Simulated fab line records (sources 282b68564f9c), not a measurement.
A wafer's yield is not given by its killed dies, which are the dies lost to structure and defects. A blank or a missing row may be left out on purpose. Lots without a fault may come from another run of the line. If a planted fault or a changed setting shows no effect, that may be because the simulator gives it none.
The tool behind it: which one? / flow rit-cmos / 7 lots with 21 wafers sampled at 2 steps, on a route of 202 steps

== WHAT THE GAUGES READ, wafer by wafer ==
RIT_SILICIDE_RS_MEAS_02: a four-point-probe measurement.
lot=L746; measured=day 3 07:42; on=film-metro-04; SILICIDE_TI_RS (ohm/sq)=48.2 49.1 48.9
lot=L748; measured=day 3 16:06; on=film-metro-02; SILICIDE_TI_RS (ohm/sq)=49.0 49.6 49.0
lot=L750; measured=day 4 03:25; on=film-metro-04; SILICIDE_TI_RS (ohm/sq)=47.2 47.0 47.1
lot=L752; measured=day 4 12:31; on=film-metro-01; SILICIDE_TI_RS (ohm/sq)=47.5 47.5 48.6
lot=L757; measured=day 5 16:16; on=film-metro-04; SILICIDE_TI_RS (ohm/sq)=37.2 47.8 48.2
lot=L764; measured=day 7 00:40; on=film-metro-04; SILICIDE_TI_RS (ohm/sq)=48.2 48.2 48.2
lot=L768; measured=day 7 22:47; on=film-metro-04; SILICIDE_TI_RS (ohm/sq)=48.4 49.0 48.0

== EACH LOT AND THE TOOL THAT RAN IT (in order: tool; ch and the chambers of the sampled wafers; start) ==
lot=L746; RIT_SILICIDE_SPUTTER_01=pvd-sputter-04, day 3 07:31
lot=L748; RIT_SILICIDE_SPUTTER_01=pvd-sputter-04, day 3 15:57
lot=L750; RIT_SILICIDE_SPUTTER_01=pvd-sputter-04, day 4 03:15
lot=L752; RIT_SILICIDE_SPUTTER_01=pvd-sputter-04, day 4 12:21
lot=L757; RIT_SILICIDE_SPUTTER_01=pvd-sputter-01, day 5 16:05
lot=L764; RIT_SILICIDE_SPUTTER_01=pvd-sputter-04, day 7 00:28
lot=L768; RIT_SILICIDE_SPUTTER_01=pvd-sputter-04, day 7 22:38
- RIT_SILICIDE_SPUTTER_01: material Ti, target thk 30 nm, time 240 s.

== THE ANSWER, worked out from the rows above alone ==
Rule: the lots themselves supply what counts as usual. The widest of any qualifying gaps counts: lots, ordered by their means at a reading, are off when they make up no more than a third of the lots, leave a main group of 4 or more, and stand apart from it by 3 or more times the standard deviation of that group's means. The tables above print the reading to a certain number of digits; a main group whose means all agree to those digits is not used. Also off: a lot with no number at a reading for which 4 or more lots have one. Where the step has rows for the other lots, those lots are counted as sound.
Off: L757, at RIT_SILICIDE_RS_MEAS_02 (SILICIDE_TI_RS). Main group: mean 48.3 ohm/sq, sd 0.67.
A tool fits if, at a process step before that reading, it ran every lot that is off, and no sound lot after the first of them. The gauges at RIT_SILICIDE_RS_MEAS_02 are tried like those tools. One fits: RIT_SILICIDE_SPUTTER_01 on pvd-sputter-01. It ran no sound lot before its first lot that is off in this sample, so the start can't be narrowed down.

== WHAT WAS PUT IN BY THE SIMULATOR ==
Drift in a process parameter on pvd-sputter-01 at RIT_SILICIDE_SPUTTER_01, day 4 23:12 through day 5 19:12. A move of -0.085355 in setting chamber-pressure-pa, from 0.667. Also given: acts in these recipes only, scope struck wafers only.
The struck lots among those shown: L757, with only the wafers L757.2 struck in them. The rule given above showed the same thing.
